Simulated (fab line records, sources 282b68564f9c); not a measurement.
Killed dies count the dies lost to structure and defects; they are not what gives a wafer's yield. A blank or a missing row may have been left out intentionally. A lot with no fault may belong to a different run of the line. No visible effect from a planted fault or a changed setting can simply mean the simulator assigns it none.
Split-lot study -- flow ritCmos -- 23 wafers read from 5 lots, route of 202 steps

== THE SPLIT ==
At RIT_M1_COAT_04 (resist thk 1300 nm), the setting spinRpm was moved away from the recipe's 2000 rpm on 6 of the 23 wafers read, by -6.4% to +6.4%. All remaining wafers had this setting at the recipe value.

== FROM THE SPLIT TO THE READING: what the file shows between them, 3 steps ==
- RIT_M1_SOFTBAKE_05: time 60 s
- RIT_M1_EXPOSE_06: exposes mask M12, target cd 2600 nm
- RIT_M1_HARDBAKE_11: time 120 s

== THE READING ==
NOVOLAK_of_M1_COAT_04.thkNm (the simulator's own value, which no gauge read), in nm, at RIT_M1_METAL_ETCH_12 (etches Al in Cl2/BCl3, stops on SiO2, time 165 s, target depth 600 nm). There is no usual value for it anywhere in the file. The 17 wafers here that ran the recipe average 807.7 nm, standard deviation 5.7 nm.

wafer,"tool, chamber at the split","spinRpm as run, rpm",against the recipe,"NOVOLAK_of_M1_COAT_04.thkNm, nm",against lot-mates on the recipe
L076.1,"lithoTrack-02, 0",2000,recipe,800.5,-
L076.2,"lithoTrack-02, 0",2000,recipe,815.2,-
L076.4,"lithoTrack-02, 0",2000,recipe,802.9,-
L076.5,"lithoTrack-02, 0",2000,recipe,803.4,-
L076.6,"lithoTrack-02, 0",2000,recipe,818.7,-
L077.1,"lithoTrack-02, 0",1872,-6.4%,843.9,+39.1
L077.2,"lithoTrack-02, 0",2000,recipe,807.6,-
L077.3,"lithoTrack-02, 0",2000,recipe,805.6,-
L077.5,"lithoTrack-02, 0",2000,recipe,801.1,-
L077.6,"lithoTrack-02, 0",1872,-6.4%,848.1,+43.3
L078.2,"lithoTrack-03, 0",2000,recipe,804.8,-
L078.3,"lithoTrack-03, 0",2000,recipe,808.6,-
L078.4,"lithoTrack-03, 0",2000,recipe,805,-
L078.5,"lithoTrack-03, 0",2128,+6.4%,770.2,-35.9
L078.6,"lithoTrack-03, 0",2128,+6.4%,770.8,-35.3
L080.2,"lithoTrack-02, 0",2000,recipe,802.4,-
L080.3,"lithoTrack-02, 0",2000,recipe,803.5,-
L080.5,"lithoTrack-02, 0",2000,recipe,807.2,-
L081.1,"lithoTrack-02, 0",2047,+2.4%,802.2,-12.9
L081.2,"lithoTrack-02, 0",2000,recipe,814.8,-
L081.3,"lithoTrack-02, 0",2000,recipe,815,-
L081.4,"lithoTrack-02, 0",2047,+2.4%,803.5,-11.6
L081.5,"lithoTrack-02, 0",2000,recipe,815.4,-

FIT RESULTS
A straight line over all 23 wafers: NOVOLAK_of_M1_COAT_04.thkNm changes by -5.68 nm for each +1% of spinRpm; r = -0.94; the points scatter about the line by 5.7 nm.
The same after taking each lot's own level away (the mean of its wafers on the recipe; 23 wafers): -5.97 nm for each +1%; r = -0.97; scatter 4.1 nm.
According to that fit, moving spinRpm by its largest amount changes the reading by 38 nm.
Across the lots, their own levels run from 804.37 to 815.07 nm, a range of 1.9 times the standard deviation given above.
Consequently the slope shifts little with the lot-to-lot level, the two slopes agreeing.
Check: with one of the wafers moved furthest among these (+6.4%) left out of the fit, the line predicts -38.2 nm for it against its lot-mates. It came out at -35.9 nm against them.

== THE WHOLE CHAIN: every reading that the file lists as answering this split, in the file's order ==
step,what it does,reading,change (the file's fit),r (the file's)
RIT_M1_COAT_04,resist thk 1300 nm,"NOVOLAK_of_M1_COAT_04.thkNm (the simulator's own value, which no gauge read)",-6.82 nm for each +1% of the setting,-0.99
RIT_M1_HARDBAKE_11,time 120 s,"NOVOLAK_of_M1_COAT_04.thkNm (the simulator's own value, which no gauge read)",-5.88 nm for each +1% of the setting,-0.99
RIT_M1_METAL_ETCH_12,"etches Al in Cl2/BCl3, stops on SiO2, time 165 s, target depth 600 nm","NOVOLAK_of_M1_COAT_04.thkNm (the simulator's own value, which no gauge read)",-5.95 nm for each +1% of the setting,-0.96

== THE FILE'S OWN FIT ==
NOVOLAK_of_M1_COAT_04.thkNm changes by -5.95 nm for each +1% of spinRpm, r = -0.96.
